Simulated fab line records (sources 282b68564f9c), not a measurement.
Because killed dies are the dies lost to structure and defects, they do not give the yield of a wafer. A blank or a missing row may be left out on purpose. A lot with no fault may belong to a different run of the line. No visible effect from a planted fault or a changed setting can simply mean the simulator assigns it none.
fab line records	flow ritCmos
record lots=14	wafers=42	lastDay=7
route steps=202 shown PWELL@45 SPACER@128 M1@198
lots that met no fault: taken from a fault-free run of the same line
startH: the number of hours between the record's first day and the start of the first shown wafer of the lot	waitH: hours since the lot's step before	" the same as in the row above	L1.1+2: a single row standing in for several wafers	- no value, or no start was given	* or withheld: withheld	< > ~ a bound
route shown NAME@n: NAME is a module with steps in the file, n the number in the route of the first one	usual: mean/standard deviation taken from wafers without a fault	same: alike in all rows	chamber/n: place in a boat	sites: readings site by site	_std_site: standard deviation across them	_edge_site: the outer-site mean with the inner-site mean subtracted	radiusMm: for every site, how far away it sits from the centre of the wafer	mask NAME#n: copy n	behind: the tool/chamber that last shaped the wafer	hold: the reason the lot was held/the length of the hold in hours/how it ended	device: whichever transistor did not switch (one of n, p or np)	end of line: the tests these same wafers got at the end of their route	for a step that has no rows: nothing shown but its recipe	killed: at the first sort, the dies lost to defects and structure; wafer yield is something else	map: a wafer's dies, marking killed ones x, the rest . and places with no die _
set.NAME: the setting that was run; set.NAME@STEP: the one run at that earlier step	model.NAME: the simulator's own value behind a step, which no gauge read
steps of the route over a sample of lots; a table a step, a row a wafer
services: from which hour (startH, from the record's first day; less than 0 if before it) a tool's chamber was out of use, for how many hours, and why
## steps
# step RIT_PWELL_OVL_MEAS_06
# usual PWELL_OVL=0.7/1.4
lot.wafer	tool	chamber	startH	waitH	PWELL_OVL[nm]
L707.1	overlay-02	-	22.26	-	0.9
L707.2	"	-	"	"	1.6
L707.4	"	-	"	"	-0.5
L708.1	overlay-01	-	26.95	-	2.6
L708.2	"	-	"	"	3.7
L708.6	"	-	"	"	1.4
L709.3	overlay-02	-	31.69	-	1.0
L709.5	"	-	"	"	-1.1
L709.6	"	-	"	"	0.4
L710.2	overlay-02	-	37.20	-	1.6
L710.4	"	-	"	"	1.1
L710.6	"	-	"	"	1.4
L711.1	overlay-02	-	43.07	-	-1.0
L711.2	"	-	"	"	0.6
L711.4	"	-	"	"	-0.5
L713.2	overlay-01	-	53.88	-	2.6
L713.5	"	-	"	"	2.0
L713.6	"	-	"	"	2.4
L714.2	overlay-01	-	58.77	-	-0.3
L714.3	"	-	"	"	1.3
L714.6	"	-	"	"	-0.2
L715.4	overlay-01	-	62.13	-	1.4
L715.5	"	-	"	"	1.0
L715.6	"	-	"	"	-1.5
L716.1	overlay-01	-	69.32	-	-0.3
L716.3	"	-	"	"	1.2
L716.5	"	-	"	"	1.2
L717.1	overlay-02	-	74.30	-	1.6
L717.2	"	-	"	"	-0.5
L717.6	"	-	"	"	0.3
L725.2	overlay-02	-	112.61	-	0.5
L725.4	"	-	"	"	1.7
L725.5	"	-	"	"	0.9
L726.4	overlay-02	-	117.64	-	2.0
L726.5	"	-	"	"	2.9
L726.6	"	-	"	"	3.3
L727.1	overlay-02	-	122.58	-	1.8
L727.2	"	-	"	"	0.2
L727.5	"	-	"	"	0.3
L730.1	overlay-01	-	136.96	-	1.8
L730.3	"	-	"	"	0.9
L730.5	"	-	"	"	1.5
# step RIT_SPACER_CVD_03
# recipe material=Si3N4	targetThkNm=250	tempC=810	precursor=SiH2Cl2/NH3	timeS=3300	pressureMtorr=300	sih2cl2FlowSccm=60	nh3FlowSccm=150
lot.wafer	tool	chamber	startH	waitH
L707.1+2+4	lpcvd-01	1	45.36	0.0
L708.1+2+6	lpcvd-02	0	49.63	0.0
L709.3+5+6	lpcvd-02	0	53.31	0.0
L710.2+4+6	lpcvd-01	0	59.09	0.0
L711.1+2+4	lpcvd-01	1	65.15	0.4
L713.2+5+6	lpcvd-01	0	81.04	0.0
L714.2+3+6	lpcvd-02	0	81.39	0.0
L715.4+5+6	lpcvd-01	1	85.45	0.0
L716.1+3+5	lpcvd-02	0	93.53	0.5
L717.1+2+6	lpcvd-01	0	95.90	0.0
L725.2+4+5	lpcvd-02	0	134.94	0.0
L726.4+5+6	lpcvd-02	0	139.57	0.0
L727.1+2+5	lpcvd-02	1	143.59	0.0
L730.1+3+5	lpcvd-01	0	159.27	0.0
# step RIT_SPACER_THK_MEAS_04
# recipe reads=Si3N4_of_SPACER_CVD_03
# usual SPACER_NITRIDE_THK=249.3/2.7
lot.wafer	tool	chamber	startH	waitH	SPACER_NITRIDE_THK[nm]
L707.1	filmMetro-02	-	47.28	0.0	248.4
L707.2	"	-	"	"	246.0
L707.4	"	-	"	"	248.8
L708.1	filmMetro-03	-	51.55	0.0	247.6
L708.2	"	-	"	"	248.2
L708.6	"	-	"	"	247.1
L709.3	filmMetro-04	-	55.25	0.0	247.7
L709.5	"	-	"	"	248.3
L709.6	"	-	"	"	249.3
L710.2	filmMetro-04	-	61.01	0.0	247.6
L710.4	"	-	"	"	248.6
L710.6	"	-	"	"	247.6
L711.1	filmMetro-02	-	67.06	0.0	251.5
L711.2	"	-	"	"	250.7
L711.4	"	-	"	"	251.7
L713.2	filmMetro-02	-	82.97	0.0	255.3
L713.5	"	-	"	"	253.6
L713.6	"	-	"	"	255.4
L714.2	filmMetro-03	-	83.32	0.0	246.8
L714.3	"	-	"	"	246.6
L714.6	"	-	"	"	247.5
L715.4	filmMetro-03	-	87.40	0.0	250.0
L715.5	"	-	"	"	249.0
L715.6	"	-	"	"	251.1
L716.1	filmMetro-04	-	95.45	0.0	250.1
L716.3	"	-	"	"	250.1
L716.5	"	-	"	"	250.2
L717.1	filmMetro-04	-	97.82	0.0	253.2
L717.2	"	-	"	"	250.7
L717.6	"	-	"	"	251.7
L725.2	filmMetro-03	-	136.87	0.0	250.0
L725.4	"	-	"	"	250.1
L725.5	"	-	"	"	246.6
L726.4	filmMetro-04	-	141.52	0.0	234.2
L726.5	"	-	"	"	233.4
L726.6	"	-	"	"	234.9
L727.1	filmMetro-04	-	145.51	0.0	233.7
L727.2	"	-	"	"	233.5
L727.5	"	-	"	"	234.1
L730.1	filmMetro-02	-	161.19	0.0	247.5
L730.3	"	-	"	"	245.9
L730.5	"	-	"	"	247.1
# step RIT_SPACER_ETCHBACK_05
# recipe targetDepthA=2500	SF6_flow_sccm=30	CHF3_flow_sccm=30	target=Si3N4	chemistry=SF6/CHF3	pressureMtorr=40	rfW=250	timeS=240	stopOn=SiO2
# usual drypumpMotorCurrentA=5.7/0.37	oesProductAu=0.840/0.014	throttleValvePct=10.27/0.16
lot.wafer	tool	chamber	startH	waitH	drypumpMotorCurrentA	oesProductAu	rfHoursCounterH	throttleValvePct
L707.1	rieDiel-03	2	47.34	0.1	6.5	0.841	95	10.52
L707.2	"	0	"	"	5.9	0.829	157	10.31
L707.4	"	3	"	"	5.7	0.857	23	10.14
L708.1	rieDiel-04	2	51.61	0.1	5.8	0.835	40	10.41
L708.2	"	0	"	"	5.6	0.834	147	10.16
L708.6	"	2	"	"	5.8	0.836	-	10.41
L709.3	rieDiel-04	1	55.29	0.0	5.6	0.855	111	10.29
L709.5	"	3	"	"	5.3	0.818	-	10.20
L709.6	"	2	"	"	5.8	0.836	-	10.40
L710.2	rieDiel-03	2	61.06	0.0	6.4	0.849	96	10.51
L710.4	"	2	"	"	6.4	0.841	-	10.50
L710.6	"	3	"	"	5.7	0.857	-	10.14
L711.1	rieDiel-01	2	67.12	0.1	5.7	0.841	25	10.05
L711.2	"	1	"	"	5.1	0.839	137	10.42
L711.4	"	3	"	"	5.7	0.857	79	10.43
L713.2	rieDiel-01	1	83.02	0.0	5.1	0.837	137	10.45
L713.5	"	0	"	"	6.4	0.846	-	10.46
L713.6	"	3	"	"	5.7	0.864	-	10.42
L714.2	rieDiel-04	1	83.37	0.0	5.6	0.850	112	10.29
L714.3	"	0	"	"	5.6	0.839	148	10.15
L714.6	"	3	"	"	5.3	0.814	-	10.19
L715.4	rieDiel-01	0	87.43	0.0	6.4	0.831	130	10.46
L715.5	"	2	"	"	5.7	0.832	-	10.06
L715.6	"	3	"	"	5.7	0.852	-	10.41
L716.1	rieDiel-04	0	95.51	0.1	5.6	0.842	148	10.17
L716.3	"	2	"	"	5.9	0.841	41	10.41
L716.5	"	3	"	"	5.3	0.820	-	10.20
L717.1	rieDiel-03	1	97.88	0.1	5.6	0.830	135	9.99
L717.2	"	0	"	"	5.9	0.845	158	10.33
L717.6	"	3	"	"	5.7	0.864	-	10.14
L725.2	rieDiel-03	2	136.92	0.0	6.4	0.846	97	10.52
L725.4	"	3	"	"	5.7	0.854	25	10.13
L725.5	"	2	"	"	6.4	0.840	-	10.50
L726.4	rieDiel-04	3	141.55	0.0	5.3	0.780	88	10.18
L726.5	"	1	"	"	5.6	0.813	-	10.28
L726.6	"	2	"	"	5.8	0.803	-	10.40
L727.1	rieDiel-04	2	145.57	0.1	5.8	0.812	42	10.39
L727.2	"	3	"	"	5.3	0.781	88	10.19
L727.5	"	0	"	"	5.6	0.801	-	10.15
L730.1	rieDiel-01	2	161.25	0.1	5.7	0.838	27	10.05
L730.3	"	3	"	"	5.7	0.837	81	10.42
L730.5	"	1	"	"	5.1	0.826	-	10.42
# step RIT_M1_STRIP_14
# recipe chemistry=O2	timeS=180	platenTempC=withheld	powerW=500	pressureMtorr=4000	o2FlowSccm=4000
# usual drypumpMotorCurrentA=6.0/0.41	rfReflPowerW=7.4/1.3
lot.wafer	tool	chamber	startH	waitH	drypumpMotorCurrentA	rfHoursCounterH	rfReflPowerW
L707.1	plasmaAsher-04	0	56.29	0.0	6.8	27	7.8
L707.2	"	1	"	"	5.5	27	8.8
L707.4	"	1	"	"	5.5	-	9.0
L708.1	plasmaAsher-04	1	60.54	0.0	5.5	28	9.0
L708.2	"	0	"	"	6.8	28	7.7
L708.6	"	1	"	"	5.5	-	8.7
L709.3	plasmaAsher-01	1	64.70	0.1	6.2	-	8.3
L709.5	"	1	"	"	6.1	-	8.5
L709.6	"	0	"	"	5.9	-	7.0
L710.2	plasmaAsher-01	1	70.20	0.0	6.1	43	8.0
L710.4	"	1	"	"	6.1	-	8.6
L710.6	"	1	"	"	6.1	-	7.9
L711.1	plasmaAsher-01	1	75.99	0.0	6.1	44	8.1
L711.2	"	0	"	"	5.9	44	6.8
L711.4	"	1	"	"	6.2	-	8.5
L713.2	plasmaAsher-02	0	92.52	0.0	5.9	45	7.6
L713.5	"	1	"	"	5.7	-	5.2
L713.6	"	0	"	"	6.0	-	7.7
L714.2	plasmaAsher-04	0	92.70	0.0	6.8	31	7.9
L714.3	"	1	"	"	5.5	-	9.0
L714.6	"	1	"	"	5.5	-	8.9
L715.4	plasmaAsher-04	0	96.89	0.1	6.8	-	7.9
L715.5	"	1	"	"	5.5	-	9.2
L715.6	"	0	"	"	6.8	-	7.9
L716.1	plasmaAsher-02	0	104.70	0.0	6.0	46	7.9
L716.3	"	1	"	"	5.7	-	5.2
L716.5	"	0	"	"	6.0	-	7.9
L717.1	plasmaAsher-02	0	107.29	0.0	6.0	47	7.7
L717.2	"	1	"	"	5.7	47	5.3
L717.6	"	0	"	"	6.0	-	8.3
L725.2	plasmaAsher-02	0	145.97	0.0	6.0	52	8.0
L725.4	"	0	"	"	6.0	-	8.3
L725.5	"	1	"	"	5.7	-	5.0
L726.4	plasmaAsher-01	1	150.98	0.1	6.1	-	8.2
L726.5	"	0	"	"	5.9	-	6.8
L726.6	"	1	"	"	6.1	-	7.5
L727.1	plasmaAsher-01	1	154.57	0.0	6.1	2	8.9
L727.2	"	0	"	"	5.9	2	6.9
L727.5	"	1	"	"	6.1	-	8.3
L730.1	plasmaAsher-01	0	170.48	0.0	5.9	3	6.9
L730.3	"	1	"	"	6.1	-	7.9
L730.5	"	1	"	"	6.2	-	8.3
# step RIT_M1_BOW_MEAS_16
# recipe mode=bow
# usual M1_BOW=17/6.4
lot.wafer	tool	chamber	startH	waitH	M1_BOW[um]
L707.1	filmMetro-02	-	58.51	0.0	13
L707.2	"	-	"	"	24
L707.4	"	-	"	"	14
L708.1	filmMetro-01	-	65.22	0.0	31
L708.2	"	-	"	"	1
L708.6	"	-	"	"	13
L709.3	filmMetro-03	-	67.37	0.0	2
L709.5	"	-	"	"	16
L709.6	"	-	"	"	9
L710.2	filmMetro-02	-	72.71	0.0	20
L710.4	"	-	"	"	23
L710.6	"	-	"	"	21
L711.1	filmMetro-01	-	78.18	0.0	15
L711.2	"	-	"	"	12
L711.4	"	-	"	"	13
L713.2	filmMetro-03	-	94.34	0.0	12
L713.5	"	-	"	"	15
L713.6	"	-	"	"	11
L714.2	filmMetro-01	-	95.14	0.0	22
L714.3	"	-	"	"	26
L714.6	"	-	"	"	25
L715.4	filmMetro-01	-	98.69	0.1	17
L715.5	"	-	"	"	16
L715.6	"	-	"	"	9
L716.1	filmMetro-01	-	106.50	0.0	22
L716.3	"	-	"	"	20
L716.5	"	-	"	"	9
L717.1	filmMetro-01	-	109.08	0.0	22
L717.2	"	-	"	"	18
L717.6	"	-	"	"	21
L725.2	filmMetro-02	-	147.79	0.0	18
L725.4	"	-	"	"	25
L725.5	"	-	"	"	28
L726.4	filmMetro-02	-	152.78	0.1	15
L726.5	"	-	"	"	16
L726.6	"	-	"	"	17
L727.1	filmMetro-01	-	156.36	0.0	20
L727.2	"	-	"	"	17
L727.5	"	-	"	"	10
L730.1	filmMetro-03	-	172.27	0.0	18
L730.3	"	-	"	"	11
L730.5	"	-	"	"	19
## services
tool	chamber	startH	hours	kind
rieDiel-04	-	21.66	1.0	repair
rieDiel-03	3	25.42	6.3	repair
lpcvd-01	-	27.07	1.3	repair
lpcvd-01	-	33.53	0.8	pm
lpcvd-02	-	34.54	0.7	repair
lpcvd-02	-	58.56	14.6	pm
rieDiel-03	1	59.09	4.2	repair
rieDiel-03	2	61.72	3.1	repair
plasmaAsher-04	-	67.36	4.3	pm
rieDiel-04	2	78.25	10.4	repair
plasmaAsher-01	-	86.36	44.0	repair
rieDiel-03	0	107.41	-	clean
rieDiel-03	0	107.41	17.7	scheduledDown
rieDiel-03	0	107.41	17.7	ventCycle
rieDiel-01	-	120.40	0.3	repair
rieDiel-01	3	127.01	20.2	repair
plasmaAsher-01	-	130.40	9.0	pm
plasmaAsher-01	0	130.40	9.0	ventCycle
plasmaAsher-01	1	130.40	9.0	ventCycle
rieDiel-01	0	133.54	6.1	repair
plasmaAsher-01	0	139.40	-	clean
plasmaAsher-01	1	139.40	-	clean
rieDiel-04	0	158.99	-	clean
## key
firstSign step=RIT_SPACER_THK_MEAS_04	reading=SPACER_NITRIDE_THK	direction=down	sigmas=5.6	usual=249.3	struck=234.0
effect step=RIT_SPACER_ETCHBACK_05	reading=oesProductAu	direction=down	sigmas=2.9	usual=0.840	struck=0.798
metAt RIT_SPACER_CVD_03
struckLots L726,L727
testerLeftOut L726,L727
notActingAt RIT_PWELL_OVL_MEAS_06,RIT_M1_STRIP_14,RIT_M1_BOW_MEAS_16
onsetBetween 134.94 139.57
fault kind=processParameterDrift	tool=lpcvd-02	chamber=-	onsetH=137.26	steps=RIT_SPACER_CVD_03	channel=targetThkNm	offset=-13.431	shape=step	endH=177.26	actsIn=theseRecipesOnly	stated=250
# testerLeftOut: of these lots the tester's yield and bins aren't shown, on N5 and GAA mostly nor the transistor test; their killed dies are dies lost to structure and defects alone, not to doping, threshold or leakage, so they don't give the yield
